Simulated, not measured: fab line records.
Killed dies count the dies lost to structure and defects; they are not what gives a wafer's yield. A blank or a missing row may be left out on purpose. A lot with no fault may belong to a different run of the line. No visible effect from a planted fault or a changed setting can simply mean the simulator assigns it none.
Struck lot and sound lot, side by side | flow berkeleyCmos170 | 19 steps out of a route of 331
Sound: these wafers, L494.1, L494.3, L494.6. Wafers struck: L504.2, L504.3, L504.4. Last of all comes the cause.
For every step that has rows: the tool of each side, followed by ch and its chambers, followed by its first start. Under that, the readings that differ: sound wafers | struck wafers | difference of the means | sigmas: that difference in standard deviations of wafers without a fault.
alike: words and numbers the same on both sides, and readings whose means are apart by under 2 such deviations; not compared: readings that were withheld, readings missing a value for some wafer, numbers with overlapping values and no deviation given by the record, and bounds like >300 which may hide the same value.
A row with sigmas, a row that says differs or no value, or rows on one side alone: a step with any of these is where the two part. Non-overlapping numbers with no deviation appear without sigmas and do not part them. Lack of a reading on every wafer of one side parts them only where that side has two or more wafers.

UCB170_ZERO_STRIP_07: strips in O2.
  sound on plasmaAsher-03 ch 0,1, day 2 20:20; struck on plasmaAsher-03 ch 0,1, day 4 20:17
  alike: drypumpMotorCurrentA, o2FlowSccm, oesProductAu, stripTimeToEndpointS
  not compared: rfHoursCounterH
then, 2 steps without rows for these wafers: UCB170_NWELL_WET_ETCH_00 (etches SiO2 in dHF, time 200 s); UCB170_NWELL_OXIDATION_01 (target thk 26.4 nm, ox time 1260 s).
UCB170_NWELL_THK_MEAS_02:
  sound on filmMetro-02, day 3 02:31; struck on filmMetro-03, day 5 01:17
  alike: NWELL_OXIDE_THK
then, 2 steps without rows for these wafers: UCB170_NWELL_ANNEAL_03 (time 900 s); UCB170_NWELL_CVD_04 (deposits Si3N4 from SiH2Cl2/NH3, target thk 224 nm, time 3360 s).
UCB170_NWELL_THK_MEAS_05:
  sound on filmMetro-03, day 3 09:29; struck on filmMetro-02, day 5 06:35
  alike: NWELL_NITRIDE_THK
then, 5 steps without rows for these wafers: UCB170_NWELL_HMDS_06 (prime time 60 s); UCB170_NWELL_COAT_07 (resist thk 900 nm); UCB170_NWELL_SOFTBAKE_08 (time 60 s); UCB170_NWELL_EXPOSE_09 (exposes mask NWELL, target cd 3000 nm); UCB170_NWELL_PEB_10.
UCB170_NWELL_DEVELOP_11: develop time 45 s.
  sound on lithoTrack-01 ch 0, day 3 10:00; struck on lithoTrack-01 ch 0, day 5 07:00
  alike: developerTempC
UCB170_NWELL_OVL_MEAS_12:
  sound on overlay-02, day 3 10:48; struck on overlay-02, day 5 07:38
reading        | sound  | struck   | difference | sigmas
NWELL_OVL (nm) | 11 4 7 | -5 -7 -2 | -12        | -2
UCB170_NWELL_ETCH_13: etches Si3N4 in CH3F/Ar/O2, stops on SiO2, target depth 246.4 nm, time 154 s.
  sound on rieDiel-03 ch 1,3, day 3 10:50; struck on rieDiel-02 ch 0,3, day 5 07:40
  alike: O2_flow_sccm, drypumpMotorCurrentA, oesProductAu, throttleValvePct
  not compared: rfHoursCounterH
then, 1 step without rows for these wafers: UCB170_NWELL_IMPLANT_14.
UCB170_NWELL_STRIP_15: strips in O2.
  sound on plasmaAsher-03 ch 0,1, day 3 11:05; struck on plasmaAsher-03 ch 0,1, day 5 07:55
  alike: drypumpMotorCurrentA, o2FlowSccm, oesProductAu, stripTimeToEndpointS
  not compared: rfHoursCounterH
UCB170_NWELL_TW_MEAS_16:
  sound on filmMetro-02, day 3 11:11; struck on filmMetro-01, day 5 08:02
reading  | sound          | struck      | difference | sigmas
NWELL_TW | 1266 1268 1257 | 418 432 426 | -838       | -99 or more
then, 1 step without rows for these wafers: UCB170_NWELL_CLEAN_17 (cleans in SPM, time 600 s).

== WHERE THEY PART ==
Earliest at UCB170_NWELL_OVL_MEAS_12; latest, in this record, at UCB170_NWELL_TW_MEAS_16.

WHY: whatever the simulator had introduced
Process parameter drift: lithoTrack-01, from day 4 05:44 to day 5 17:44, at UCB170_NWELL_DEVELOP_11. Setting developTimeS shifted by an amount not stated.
